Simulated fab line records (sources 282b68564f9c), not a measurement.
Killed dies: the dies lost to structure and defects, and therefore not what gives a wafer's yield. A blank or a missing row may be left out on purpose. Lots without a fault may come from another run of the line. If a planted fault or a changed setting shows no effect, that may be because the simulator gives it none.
fab line records || flow rit-cmos
record {"lots": 5, "wafers": 15, "last-day": 7}
route steps=202 shown NLDD@111 PLDD@114 M1@202
lots that met no fault: from a run of the same line without faults
start-h: hours from the record's opening day to when the first of the lot's shown wafers began || wait-h: hours elapsed since this lot's preceding step || " unchanged from the row above || L1.1+2: a row that stands for several wafers || - no value present, or no start provided || * or withheld: withheld || < > ~ a bound
route shown NAME@n: names a module that has steps shown in the file, with the first one's number in the route || usual: mean/standard deviation of fault-free wafers || same: alike in all rows || chamber/n: place in a boat || sites: readings site by site || _std_site: standard deviation across them || _edge_site: mean of outer sites minus mean of inner sites || radius-mm: for every site, how far away it sits from the centre of the wafer || mask NAME#n: copy n || behind: the tool/chamber that last shaped the wafer || hold: reason for holding the lot/hours on hold/outcome of the hold || device: transistor that didn't switch, given as n, p or np || end of line: the same wafers' tests at the end of the route || for a step that has no rows: nothing shown but its recipe || killed: the dies lost at the first sort to structure and to defects; this is not the yield of the wafer || map: per-die view of a wafer (x killed, . not killed, _ where there is no die)
set.NAME: the run value of the setting; set.NAME@STEP: its run value at that earlier step || model.NAME: the simulator's own value behind a step, which no gauge read
a table for each step, a row for each wafer; lots at some steps of the route
services: the hour from which a tool's chamber was out of use, counted from the record's first day as start-h (under 0 if before that day), plus the number of hours and why
## steps
# step RIT_NLDD_IMPLANT_08
# recipe {"species": "P", "energy-kev": 20, "dose-cm2": 5e+14, "tilt-deg": 7}
# step RIT_NLDD_STRIP_09
# recipe {"chemistry": "O2", "time-s": 180, "resist": "NOVOLAK", "platen-temp-c": "withheld", "power-w": 500, "pressure-mtorr": 4000, "o2-flow-sccm": 4000}
# usual {"drypump-motor-current-A": "5.9/0.58", "rf-refl-power-W": "6.4/1.6", "run-length-s": "208.2/0.38"}
{"lot.wafer": "L616.1", "tool": "plasma-asher-02", "chamber": 0, "start-h": 57.08, "wait-h": 0.1, "drypump-motor-current-A": 6.6, "rf-hours-counter-h": 43, "rf-refl-power-W": 7.8, "run-length-s": 207.9}
{"lot.wafer": "L616.5", "tool": "plasma-asher-02", "chamber": 0, "start-h": 57.08, "wait-h": 0.1, "drypump-motor-current-A": 6.6, "rf-hours-counter-h": "-", "rf-refl-power-W": 7.9, "run-length-s": 207.8}
{"lot.wafer": "L616.6", "tool": "plasma-asher-02", "chamber": 1, "start-h": 57.08, "wait-h": 0.1, "drypump-motor-current-A": 6.3, "rf-hours-counter-h": "-", "rf-refl-power-W": 3.9, "run-length-s": 207.7}
{"lot.wafer": "L623.2", "tool": "plasma-asher-02", "chamber": 1, "start-h": 95.71, "wait-h": 0.1, "drypump-motor-current-A": 6.3, "rf-hours-counter-h": 47, "rf-refl-power-W": 4.1, "run-length-s": 208.2}
{"lot.wafer": "L623.3", "tool": "plasma-asher-02", "chamber": 1, "start-h": 95.71, "wait-h": 0.1, "drypump-motor-current-A": 6.3, "rf-hours-counter-h": "-", "rf-refl-power-W": 4.0, "run-length-s": 207.7}
{"lot.wafer": "L623.4", "tool": "plasma-asher-02", "chamber": 0, "start-h": 95.71, "wait-h": 0.1, "drypump-motor-current-A": 6.6, "rf-hours-counter-h": "-", "rf-refl-power-W": 7.8, "run-length-s": 208.2}
{"lot.wafer": "L627.1", "tool": "plasma-asher-04", "chamber": 1, "start-h": 130.28, "wait-h": 0.1, "drypump-motor-current-A": 5.1, "rf-hours-counter-h": 45, "rf-refl-power-W": 6.1, "run-length-s": 209.1}
{"lot.wafer": "L627.2", "tool": "plasma-asher-04", "chamber": 0, "start-h": 130.28, "wait-h": 0.1, "drypump-motor-current-A": 5.2, "rf-hours-counter-h": 45, "rf-refl-power-W": 6.2, "run-length-s": 208.1}
{"lot.wafer": "L627.3", "tool": "plasma-asher-04", "chamber": 1, "start-h": 130.28, "wait-h": 0.1, "drypump-motor-current-A": 5.1, "rf-hours-counter-h": "-", "rf-refl-power-W": 6.0, "run-length-s": 208.7}
{"lot.wafer": "L633.1", "tool": "plasma-asher-01", "chamber": 0, "start-h": 156.06, "wait-h": 0.1, "drypump-motor-current-A": 5.9, "rf-hours-counter-h": 4, "rf-refl-power-W": 8.0, "run-length-s": 208.3}
{"lot.wafer": "L633.2", "tool": "plasma-asher-01", "chamber": 1, "start-h": 156.06, "wait-h": 0.1, "drypump-motor-current-A": 5.5, "rf-hours-counter-h": 4, "rf-refl-power-W": 8.4, "run-length-s": 208.0}
{"lot.wafer": "L633.3", "tool": "plasma-asher-01", "chamber": 0, "start-h": 156.06, "wait-h": 0.1, "drypump-motor-current-A": 5.8, "rf-hours-counter-h": "-", "rf-refl-power-W": 8.1, "run-length-s": 208.1}
{"lot.wafer": "L636.1", "tool": "plasma-asher-04", "chamber": 1, "start-h": 162.40, "wait-h": 0.1, "drypump-motor-current-A": 5.2, "rf-hours-counter-h": 49, "rf-refl-power-W": 6.1, "run-length-s": 209.2}
{"lot.wafer": "L636.2", "tool": "plasma-asher-04", "chamber": 0, "start-h": 162.40, "wait-h": 0.1, "drypump-motor-current-A": 5.3, "rf-hours-counter-h": 49, "rf-refl-power-W": 6.1, "run-length-s": 208.1}
{"lot.wafer": "L636.3", "tool": "plasma-asher-04", "chamber": 0, "start-h": 162.40, "wait-h": 0.1, "drypump-motor-current-A": 5.2, "rf-hours-counter-h": "-", "rf-refl-power-W": 6.0, "run-length-s": 207.9}
# step RIT_NLDD_TW_MEAS_10
# usual {"NLDD_TW": "2476/14"}
{"lot.wafer": "L616.1", "tool": "film-metro-04", "chamber": "-", "start-h": 57.25, "wait-h": 0.1, "NLDD_TW": 2474}
{"lot.wafer": "L616.5", "tool": "film-metro-04", "chamber": "-", "start-h": 57.25, "wait-h": 0.1, "NLDD_TW": 2477}
{"lot.wafer": "L616.6", "tool": "film-metro-04", "chamber": "-", "start-h": 57.25, "wait-h": 0.1, "NLDD_TW": 2464}
{"lot.wafer": "L623.2", "tool": "film-metro-02", "chamber": "-", "start-h": 95.89, "wait-h": 0.1, "NLDD_TW": 2478}
{"lot.wafer": "L623.3", "tool": "film-metro-02", "chamber": "-", "start-h": 95.89, "wait-h": 0.1, "NLDD_TW": 2479}
{"lot.wafer": "L623.4", "tool": "film-metro-02", "chamber": "-", "start-h": 95.89, "wait-h": 0.1, "NLDD_TW": 2469}
{"lot.wafer": "L627.1", "tool": "film-metro-04", "chamber": "-", "start-h": 130.45, "wait-h": 0.1, "NLDD_TW": 2465}
{"lot.wafer": "L627.2", "tool": "film-metro-04", "chamber": "-", "start-h": 130.45, "wait-h": 0.1, "NLDD_TW": 2451}
{"lot.wafer": "L627.3", "tool": "film-metro-04", "chamber": "-", "start-h": 130.45, "wait-h": 0.1, "NLDD_TW": 2454}
{"lot.wafer": "L633.1", "tool": "film-metro-02", "chamber": "-", "start-h": 156.23, "wait-h": 0.1, "NLDD_TW": 2497}
{"lot.wafer": "L633.2", "tool": "film-metro-02", "chamber": "-", "start-h": 156.23, "wait-h": 0.1, "NLDD_TW": 2494}
{"lot.wafer": "L633.3", "tool": "film-metro-02", "chamber": "-", "start-h": 156.23, "wait-h": 0.1, "NLDD_TW": 2501}
{"lot.wafer": "L636.1", "tool": "film-metro-04", "chamber": "-", "start-h": 162.58, "wait-h": 0.1, "NLDD_TW": 2464}
{"lot.wafer": "L636.2", "tool": "film-metro-04", "chamber": "-", "start-h": 162.58, "wait-h": 0.1, "NLDD_TW": 2471}
{"lot.wafer": "L636.3", "tool": "film-metro-04", "chamber": "-", "start-h": 162.58, "wait-h": 0.1, "NLDD_TW": 2471}
# step RIT_PLDD_HMDS_00
# recipe {"prime-time-s": 60, "prime-temp-c": 140}
# step RIT_PLDD_COAT_01
# recipe {"resist": "NOVOLAK", "spin-rpm": 3189, "resist-thk-nm": 1000}
# step RIT_PLDD_SOFTBAKE_02
# recipe {"resist": "NOVOLAK", "temp-c": 90, "time-s": 60}
# step RIT_PLDD_EXPOSE_03
# recipe {"mask-id": "M8", "na": 0.57, "target-cd-nm": 40900, "dose-mj": 250}
# step RIT_PLDD_PEB_04
# recipe {"resist": "NOVOLAK", "temp-c": "withheld", "time-s": "withheld"}
# step RIT_PLDD_DEVELOP_05
# recipe {"resist": "NOVOLAK", "develop-time-s": 50, "dev-temp-c": 23}
# step RIT_PLDD_OVL_MEAS_06
# usual {"PLDD_OVL": "-1.6/1.5"}
{"lot.wafer": "L616.1", "tool": "overlay-02", "chamber": "-", "start-h": 58.60, "wait-h": "-", "PLDD_OVL[nm]": -4.0}
{"lot.wafer": "L616.5", "tool": "overlay-02", "chamber": "-", "start-h": 58.60, "wait-h": "-", "PLDD_OVL[nm]": -2.7}
{"lot.wafer": "L616.6", "tool": "overlay-02", "chamber": "-", "start-h": 58.60, "wait-h": "-", "PLDD_OVL[nm]": -2.8}
{"lot.wafer": "L623.2", "tool": "overlay-01", "chamber": "-", "start-h": 96.92, "wait-h": "-", "PLDD_OVL[nm]": 0.3}
{"lot.wafer": "L623.3", "tool": "overlay-01", "chamber": "-", "start-h": 96.92, "wait-h": "-", "PLDD_OVL[nm]": -0.4}
{"lot.wafer": "L623.4", "tool": "overlay-01", "chamber": "-", "start-h": 96.92, "wait-h": "-", "PLDD_OVL[nm]": -0.7}
{"lot.wafer": "L627.1", "tool": "overlay-02", "chamber": "-", "start-h": 131.49, "wait-h": "-", "PLDD_OVL[nm]": -1.7}
{"lot.wafer": "L627.2", "tool": "overlay-02", "chamber": "-", "start-h": 131.49, "wait-h": "-", "PLDD_OVL[nm]": -0.7}
{"lot.wafer": "L627.3", "tool": "overlay-02", "chamber": "-", "start-h": 131.49, "wait-h": "-", "PLDD_OVL[nm]": -0.9}
{"lot.wafer": "L633.1", "tool": "overlay-02", "chamber": "-", "start-h": 157.27, "wait-h": "-", "PLDD_OVL[nm]": -1.4}
{"lot.wafer": "L633.2", "tool": "overlay-02", "chamber": "-", "start-h": 157.27, "wait-h": "-", "PLDD_OVL[nm]": -0.8}
{"lot.wafer": "L633.3", "tool": "overlay-02", "chamber": "-", "start-h": 157.27, "wait-h": "-", "PLDD_OVL[nm]": -2.0}
{"lot.wafer": "L636.1", "tool": "overlay-01", "chamber": "-", "start-h": 163.84, "wait-h": "-", "PLDD_OVL[nm]": -0.2}
{"lot.wafer": "L636.2", "tool": "overlay-01", "chamber": "-", "start-h": 163.84, "wait-h": "-", "PLDD_OVL[nm]": -1.4}
{"lot.wafer": "L636.3", "tool": "overlay-01", "chamber": "-", "start-h": 163.84, "wait-h": "-", "PLDD_OVL[nm]": -1.4}
# step RIT_PLDD_HARDBAKE_07
# recipe {"resist": "NOVOLAK", "temp-c": 140, "time-s": 60}
# step RIT_PLDD_IMPLANT_08
# recipe {"species": "BF2", "energy-kev": 20, "dose-cm2": 9e+14, "tilt-deg": 7}
# step RIT_PLDD_STRIP_09
# recipe {"chemistry": "O2", "time-s": 180, "resist": "NOVOLAK", "platen-temp-c": "withheld", "power-w": 500, "pressure-mtorr": 4000, "o2-flow-sccm": 4000}
# usual {"drypump-motor-current-A": "5.8/0.59", "rf-refl-power-W": "6.1/1.1", "run-length-s": "208.3/0.43"}
{"lot.wafer": "L616.1", "tool": "plasma-asher-04", "chamber": 1, "start-h": 58.94, "wait-h": 0.1, "drypump-motor-current-A": 5.1, "rf-hours-counter-h": 37, "rf-refl-power-W": 5.9, "run-length-s": 209.0, "model.NOVOLAK_of_PLDD_COAT_01.thk-nm": 0}
{"lot.wafer": "L616.5", "tool": "plasma-asher-04", "chamber": 0, "start-h": 58.94, "wait-h": 0.1, "drypump-motor-current-A": 5.2, "rf-hours-counter-h": "-", "rf-refl-power-W": 6.0, "run-length-s": 207.9, "model.NOVOLAK_of_PLDD_COAT_01.thk-nm": 0}
{"lot.wafer": "L616.6", "tool": "plasma-asher-04", "chamber": 1, "start-h": 58.94, "wait-h": 0.1, "drypump-motor-current-A": 5.1, "rf-hours-counter-h": "-", "rf-refl-power-W": 5.7, "run-length-s": 209.1, "model.NOVOLAK_of_PLDD_COAT_01.thk-nm": 0}
{"lot.wafer": "L623.2", "tool": "plasma-asher-02", "chamber": 1, "start-h": 97.25, "wait-h": 0.1, "drypump-motor-current-A": 6.3, "rf-hours-counter-h": 47, "rf-refl-power-W": 3.9, "run-length-s": 207.9, "model.NOVOLAK_of_PLDD_COAT_01.thk-nm": 0}
{"lot.wafer": "L623.3", "tool": "plasma-asher-02", "chamber": 1, "start-h": 97.25, "wait-h": 0.1, "drypump-motor-current-A": 6.3, "rf-hours-counter-h": "-", "rf-refl-power-W": 3.7, "run-length-s": 207.6, "model.NOVOLAK_of_PLDD_COAT_01.thk-nm": 0}
{"lot.wafer": "L623.4", "tool": "plasma-asher-02", "chamber": 0, "start-h": 97.25, "wait-h": 0.1, "drypump-motor-current-A": 6.6, "rf-hours-counter-h": "-", "rf-refl-power-W": 7.9, "run-length-s": 208.4, "model.NOVOLAK_of_PLDD_COAT_01.thk-nm": 0}
{"lot.wafer": "L627.1", "tool": "plasma-asher-02", "chamber": 1, "start-h": 131.82, "wait-h": 0.1, "drypump-motor-current-A": 6.3, "rf-hours-counter-h": 50, "rf-refl-power-W": 4.1, "run-length-s": 72.4, "model.NOVOLAK_of_PLDD_COAT_01.thk-nm": 230.7}
{"lot.wafer": "L627.2", "tool": "plasma-asher-02", "chamber": 0, "start-h": 131.82, "wait-h": 0.1, "drypump-motor-current-A": 6.6, "rf-hours-counter-h": 50, "rf-refl-power-W": 7.7, "run-length-s": 72.3, "model.NOVOLAK_of_PLDD_COAT_01.thk-nm": 230.8}
{"lot.wafer": "L627.3", "tool": "plasma-asher-02", "chamber": 1, "start-h": 131.82, "wait-h": 0.1, "drypump-motor-current-A": 6.3, "rf-hours-counter-h": "-", "rf-refl-power-W": 4.1, "run-length-s": 72.5, "model.NOVOLAK_of_PLDD_COAT_01.thk-nm": 231.2}
{"lot.wafer": "L633.1", "tool": "plasma-asher-04", "chamber": 1, "start-h": 157.61, "wait-h": 0.1, "drypump-motor-current-A": 5.2, "rf-hours-counter-h": 48, "rf-refl-power-W": 6.0, "run-length-s": 208.5, "model.NOVOLAK_of_PLDD_COAT_01.thk-nm": 0}
{"lot.wafer": "L633.2", "tool": "plasma-asher-04", "chamber": 0, "start-h": 157.61, "wait-h": 0.1, "drypump-motor-current-A": 5.3, "rf-hours-counter-h": 48, "rf-refl-power-W": 6.3, "run-length-s": 208.4, "model.NOVOLAK_of_PLDD_COAT_01.thk-nm": 0}
{"lot.wafer": "L633.3", "tool": "plasma-asher-04", "chamber": 0, "start-h": 157.61, "wait-h": 0.1, "drypump-motor-current-A": 5.3, "rf-hours-counter-h": "-", "rf-refl-power-W": 6.3, "run-length-s": 207.9, "model.NOVOLAK_of_PLDD_COAT_01.thk-nm": 0}
{"lot.wafer": "L636.1", "tool": "plasma-asher-03", "chamber": 0, "start-h": 164.25, "wait-h": 0.1, "drypump-motor-current-A": 6.0, "rf-hours-counter-h": 34, "rf-refl-power-W": 6.4, "run-length-s": 209.1, "model.NOVOLAK_of_PLDD_COAT_01.thk-nm": 0}
{"lot.wafer": "L636.2", "tool": "plasma-asher-03", "chamber": 1, "start-h": 164.25, "wait-h": 0.1, "drypump-motor-current-A": 6.4, "rf-hours-counter-h": 34, "rf-refl-power-W": 6.3, "run-length-s": 207.9, "model.NOVOLAK_of_PLDD_COAT_01.thk-nm": 0}
{"lot.wafer": "L636.3", "tool": "plasma-asher-03", "chamber": 0, "start-h": 164.25, "wait-h": 0.1, "drypump-motor-current-A": 6.0, "rf-hours-counter-h": "-", "rf-refl-power-W": 6.4, "run-length-s": 208.5, "model.NOVOLAK_of_PLDD_COAT_01.thk-nm": 0}
# step RIT_PLDD_TW_MEAS_10
# usual {"PLDD_TW": "2333/13"}
{"lot.wafer": "L616.1", "tool": "film-metro-01", "chamber": "-", "start-h": 59.11, "wait-h": 0.1, "PLDD_TW": 2341}
{"lot.wafer": "L616.5", "tool": "film-metro-01", "chamber": "-", "start-h": 59.11, "wait-h": 0.1, "PLDD_TW": 2345}
{"lot.wafer": "L616.6", "tool": "film-metro-01", "chamber": "-", "start-h": 59.11, "wait-h": 0.1, "PLDD_TW": 2353}
{"lot.wafer": "L623.2", "tool": "film-metro-04", "chamber": "-", "start-h": 97.44, "wait-h": 0.1, "PLDD_TW": 2337}
{"lot.wafer": "L623.3", "tool": "film-metro-04", "chamber": "-", "start-h": 97.44, "wait-h": 0.1, "PLDD_TW": 2332}
{"lot.wafer": "L623.4", "tool": "film-metro-04", "chamber": "-", "start-h": 97.44, "wait-h": 0.1, "PLDD_TW": 2330}
{"lot.wafer": "L627.1", "tool": "film-metro-02", "chamber": "-", "start-h": 132.00, "wait-h": 0.1, "PLDD_TW": 2350}
{"lot.wafer": "L627.2", "tool": "film-metro-02", "chamber": "-", "start-h": 132.00, "wait-h": 0.1, "PLDD_TW": 2354}
{"lot.wafer": "L627.3", "tool": "film-metro-02", "chamber": "-", "start-h": 132.00, "wait-h": 0.1, "PLDD_TW": 2346}
{"lot.wafer": "L633.1", "tool": "film-metro-04", "chamber": "-", "start-h": 157.78, "wait-h": 0.1, "PLDD_TW": 2317}
{"lot.wafer": "L633.2", "tool": "film-metro-04", "chamber": "-", "start-h": 157.78, "wait-h": 0.1, "PLDD_TW": 2322}
{"lot.wafer": "L633.3", "tool": "film-metro-04", "chamber": "-", "start-h": 157.78, "wait-h": 0.1, "PLDD_TW": 2314}
{"lot.wafer": "L636.1", "tool": "film-metro-01", "chamber": "-", "start-h": 164.43, "wait-h": 0.1, "PLDD_TW": 2329}
{"lot.wafer": "L636.2", "tool": "film-metro-01", "chamber": "-", "start-h": 164.43, "wait-h": 0.1, "PLDD_TW": 2331}
{"lot.wafer": "L636.3", "tool": "film-metro-01", "chamber": "-", "start-h": 164.43, "wait-h": 0.1, "PLDD_TW": 2312}
# step RIT_M1_PROBE_99
# usual {"killed-at-contacts": "0.1/0.23", "killed-at-front-end": "6.6/2.9", "killed-dies": "6.7/3", "killed-on-rim": "1.7/1.4", "killed-open": "3.5/2.1", "killed-short": "3.2/1.8"}
# same {"gross-dies": 264, "killed_at_M0_to_M3": 0, "killed_at_M4_up": 0, "killed-at-back-side": 0, "killed-at-other": 0}
{"lot.wafer": "L616.1", "tool": "prober-02", "chamber": "-", "start-h": 72.56, "wait-h": 0.1, "killed-at-contacts": 0, "killed-at-front-end": 4, "killed-dies": 4, "killed-on-rim": 0, "killed-open": 4, "killed-short": 0}
{"lot.wafer": "L616.5", "tool": "prober-02", "chamber": "-", "start-h": 72.76, "wait-h": 0.2, "killed-at-contacts": 1, "killed-at-front-end": 4, "killed-dies": 5, "killed-on-rim": 1, "killed-open": 2, "killed-short": 3}
{"lot.wafer": "L616.6", "tool": "prober-02", "chamber": "-", "start-h": 72.81, "wait-h": 0.2, "killed-at-contacts": 0, "killed-at-front-end": 4, "killed-dies": 4, "killed-on-rim": 2, "killed-open": 3, "killed-short": 1}
{"lot.wafer": "L623.2", "tool": "prober-01", "chamber": "-", "start-h": 111.06, "wait-h": 0.1, "killed-at-contacts": 0, "killed-at-front-end": 5, "killed-dies": 5, "killed-on-rim": 1, "killed-open": 3, "killed-short": 2}
{"lot.wafer": "L623.3", "tool": "prober-01", "chamber": "-", "start-h": 111.11, "wait-h": 0.2, "killed-at-contacts": 0, "killed-at-front-end": 8, "killed-dies": 8, "killed-on-rim": 0, "killed-open": 5, "killed-short": 3}
{"lot.wafer": "L623.4", "tool": "prober-01", "chamber": "-", "start-h": 111.16, "wait-h": 0.2, "killed-at-contacts": 0, "killed-at-front-end": 9, "killed-dies": 9, "killed-on-rim": 0, "killed-open": 6, "killed-short": 3}
{"lot.wafer": "L627.1", "tool": "prober-01", "chamber": "-", "start-h": 147.09, "wait-h": 0.1, "killed-at-contacts": 0, "killed-at-front-end": 264, "killed-dies": 264, "killed-on-rim": 70, "killed-open": 1, "killed-short": 1}
{"lot.wafer": "L627.2", "tool": "prober-01", "chamber": "-", "start-h": 147.14, "wait-h": 0.1, "killed-at-contacts": 0, "killed-at-front-end": 264, "killed-dies": 264, "killed-on-rim": 70, "killed-open": 3, "killed-short": 1}
{"lot.wafer": "L627.3", "tool": "prober-01", "chamber": "-", "start-h": 147.19, "wait-h": 0.2, "killed-at-contacts": 1, "killed-at-front-end": 263, "killed-dies": 264, "killed-on-rim": 70, "killed-open": 5, "killed-short": 3}
{"lot.wafer": "L633.1", "tool": "prober-02", "chamber": "-", "start-h": 172.96, "wait-h": 0.4, "killed-at-contacts": 0, "killed-at-front-end": 7, "killed-dies": 7, "killed-on-rim": 1, "killed-open": 1, "killed-short": 6}
{"lot.wafer": "L633.2", "tool": "prober-02", "chamber": "-", "start-h": 173.01, "wait-h": 0.4, "killed-at-contacts": 0, "killed-at-front-end": 7, "killed-dies": 7, "killed-on-rim": 0, "killed-open": 3, "killed-short": 4}
{"lot.wafer": "L633.3", "tool": "prober-02", "chamber": "-", "start-h": 173.06, "wait-h": 0.5, "killed-at-contacts": 0, "killed-at-front-end": 6, "killed-dies": 6, "killed-on-rim": 0, "killed-open": 3, "killed-short": 3}
{"lot.wafer": "L636.1", "tool": "prober-01", "chamber": "-", "start-h": 179.83, "wait-h": 0.1, "killed-at-contacts": 0, "killed-at-front-end": 7, "killed-dies": 7, "killed-on-rim": 1, "killed-open": 3, "killed-short": 4}
{"lot.wafer": "L636.2", "tool": "prober-01", "chamber": "-", "start-h": 179.88, "wait-h": 0.1, "killed-at-contacts": 0, "killed-at-front-end": 1, "killed-dies": 1, "killed-on-rim": 0, "killed-open": 1, "killed-short": 0}
{"lot.wafer": "L636.3", "tool": "prober-01", "chamber": "-", "start-h": 179.93, "wait-h": 0.2, "killed-at-contacts": 0, "killed-at-front-end": 8, "killed-dies": 8, "killed-on-rim": 2, "killed-open": 6, "killed-short": 2}
# killed by level:class
L616.1 FOX1:geometric-particle:open=2 FOX2:geometric-particle:open=1 SPACER:geometric-particle:open=1
L616.5 GATE:geometric-particle:open=2 FOX1:geometric-particle:short=1 GATE:geometric-particle:short=1 CONTACT:geometric-particle:short=1
L616.6 FOX2:geometric-particle:open=1 GATE:geometric-particle:short=1 REOX:geometric-particle:open=1 SPACER:geometric-particle:open=1
L623.2 GATE:geometric-particle:open=2 REOX:geometric-particle:short=1 SPACER:geometric-particle:open=1 SPACER:geometric-particle:short=1
L623.3 FOX1:geometric-particle:open=2 GATE:geometric-particle:open=2 FOX1:geometric-particle:short=1 GATE:geometric-particle:short=1 REOX:geometric-particle:short=1 REOX:geometric-particle:open=1
L623.4 FOX1:geometric-particle:open=3 GATE:geometric-particle:open=2 GATE:geometric-particle:short=1 REOX:geometric-particle:short=1 SPACER:geometric-particle:short=1 SPACER:geometric-particle:open=1
L627.1 SPACER:area-cvd=262 SPACER:geometric-particle:open=1 SPACER:geometric-particle:short=1
L627.2 SPACER:area-cvd=260 SPACER:geometric-particle:open=2 GATE:geometric-particle:open=1 GATE:geometric-particle:short=1
L627.3 SPACER:area-cvd=256 FOX1:geometric-particle:open=1 FOX2:geometric-particle:short=1 GATE:geometric-particle:short=1 REOX:geometric-particle:open=1 SPACER:geometric-particle:open=1 SILICIDE:geometric-particle:short=1 SILICIDE:geometric-particle:open=1
L633.1 GATE:geometric-particle:short=3 FOX1:geometric-particle:short=1 FOX2:geometric-particle:short=1 GATE:geometric-particle:open=1 REOX:geometric-particle:short=1
L633.2 GATE:geometric-particle:open=3 REOX:geometric-particle:short=2 FOX1:geometric-particle:short=1 GATE:geometric-particle:short=1
L633.3 GATE:geometric-particle:open=2 REOX:geometric-particle:short=2 REOX:geometric-particle:open=1 SPACER:geometric-particle:short=1
L636.1 FOX1:geometric-particle:short=1 FOX1:geometric-particle:open=1 FOX2:geometric-particle:short=1 GATE:geometric-particle:open=1 SPACER:geometric-particle:open=1 SPACER:geometric-particle:short=1 SILICIDE:geometric-particle:short=1
L636.2 SPACER:geometric-particle:open=1
L636.3 GATE:geometric-particle:open=3 FOX1:geometric-particle:open=1 FOX2:geometric-particle:short=1 GATE:geometric-particle:short=1 SPACER:geometric-particle:open=1 SILICIDE:geometric-particle:open=1
# map L627.1 (x killed, . not)
________xxxxxxx_______
_____xxxxxxxxxxxxx____
____xxxxxxxxxxxxxxx___
___xxxxxxxxxxxxxxxxx__
__xxxxxxxxxxxxxxxxxxx_
__xxxxxxxxxxxxxxxxxxx_
_xxxxxxxxxxxxxxxxxxxxx
_xxxxxxxxxxxxxxxxxxxxx
_xxxxxxxxxxxxxxxxxxxxx
_xxxxxxxxxxxxxxxxxxxxx
__xxxxxxxxxxxxxxxxxxx_
__xxxxxxxxxxxxxxxxxxx_
___xxxxxxxxxxxxxxxxx__
____xxxxxxxxxxxxxxx___
_____xxxxxxxxxxxxx____
________xxxxxxx_______
# map L623.4 (x killed, . not)
________......._______
_____.............____
____...............___
___.................__
__..................._
__........x.........._
_.....................
_..........x..........
_......x..............
_.....................
__.........x........._
__...x..x............_
___..x..............__
____....x...x......___
_____.............____
________......._______
## services
{"tool": "plasma-asher-02", "chamber": "-", "start-h": 39.68, "hours": 0.8, "kind": "repair"}
{"tool": "plasma-asher-03", "chamber": "-", "start-h": 42.53, "hours": 45.4, "kind": "repair"}
{"tool": "plasma-asher-01", "chamber": "-", "start-h": 108.75, "hours": 9.0, "kind": "pm"}
{"tool": "plasma-asher-01", "chamber": 0, "start-h": 108.75, "hours": 9.0, "kind": "vent-cycle"}
{"tool": "plasma-asher-01", "chamber": 1, "start-h": 108.75, "hours": 9.0, "kind": "vent-cycle"}
{"tool": "plasma-asher-02", "chamber": "-", "start-h": 111.76, "hours": 0.5, "kind": "repair"}
{"tool": "plasma-asher-01", "chamber": 0, "start-h": 117.75, "hours": "-", "kind": "clean"}
{"tool": "plasma-asher-01", "chamber": 1, "start-h": 117.75, "hours": "-", "kind": "clean"}
{"tool": "plasma-asher-02", "chamber": "-", "start-h": 127.91, "hours": 2.8, "kind": "pm"}
## key
first-sign {"step": "RIT_PLDD_STRIP_09", "reading": "run-length-s", "direction": "down", "sigmas": "99+", "usual": "*", "struck": "*"}
effect {"step": "RIT_M1_PROBE_99", "reading": "killed-at-front-end", "direction": "up", "sigmas": 87, "usual": 6.6, "struck": 263.7}
model-effect {"step": "RIT_PLDD_STRIP_09", "value": "NOVOLAK_of_PLDD_COAT_01.thk-nm", "without": 0, "struck": 230.9}
more-kills-born-at {"RIT_SPACER_CVD_03@lpcvd-01": 778}
met-at RIT_PLDD_STRIP_09
struck-wafers L627.1,L627.2,L627.3
later-rows-left-out L627.1,L627.2,L627.3
tester-left-out L627
onset-between 97.25 131.82
fault {"kind": "strip-aborted", "tool": "plasma-asher-02", "chamber": "-", "onset-h": 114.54, "steps": "RIT_PLDD_STRIP_09", "offset": 0.6, "end-h": 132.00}
# tester-left-out: of these lots the tester's yield and bins aren't shown, on N5 and GAA mostly nor the transistor test; their killed dies are dies lost to structure and defects alone, not to doping, threshold or leakage, so they don't give the yield
# later-rows-left-out: the simulator's readings of these wafers behind a module that went badly wrong aren't trusted and aren't shown, but for the sort
